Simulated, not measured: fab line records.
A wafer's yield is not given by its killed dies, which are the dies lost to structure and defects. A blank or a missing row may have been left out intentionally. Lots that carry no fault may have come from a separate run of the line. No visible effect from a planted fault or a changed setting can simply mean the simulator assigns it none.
Matching of chambers ; flow berkeley-cmos170 ; cmp-02 running UCB170_V1_CMP_02: 4 sister chambers
The step polishes SiO2. 8 wafers are shown with their chamber, then 9 later ones without.

EACH WAFER AND ITS CHAMBER
wafer;chamber;motor-current-A (A)
L158.2;0;16.3
L158.5;2;16.9
L157.1;2;17.2
L157.3;1;15.1
L157.4;3;14.1
L160.2;0;16.3
L160.3;3;14.9
L160.4;1;15.6

WAFERS WITH NO CHAMBER GIVEN
wafer;motor-current-A (A)
L163.3;15.7
L163.4;17.0
L163.6;15.0
L165.1;15.5
L165.4;16.0
L165.6;15.4
L168.3;15.2
L168.4;14.5
L168.6;14.8

WHICH CHAMBER EACH WENT THROUGH
wafer;from the rows above;in truth
L163.3;can't be placed: 1 or 0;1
L163.4;can't be placed: 2 or 0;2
L163.6;can't be placed: 1 or 3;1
L165.1;can't be placed: 1 or 0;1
L165.4;can't be placed: 0 or 1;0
L165.6;1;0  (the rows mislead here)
L168.3;can't be placed: 1 or 3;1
L168.4;3;3
L168.6;can't be placed: 3 or 1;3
Correctly placed: 1 of 9. Not placeable from these rows: 7 (in 7, the candidates include the true chamber). 1 placed wrongly.
How it was worked out, from the rows above alone: a wafer's distance from a chamber is the root of the sum, over the readings, of the square of ((its reading less the chamber's mean) divided by the reading's scatter). If the next closest chamber is less than 2 further off than the closest, the wafer can't be placed; otherwise it belongs to the closest. For every chamber, the mean is computed from those of its wafers that are shown. The scatter is the square root of a quotient: the sum, over the shown wafers, of each reading's squared deviation from its chamber's mean, divided by wafers minus chambers.
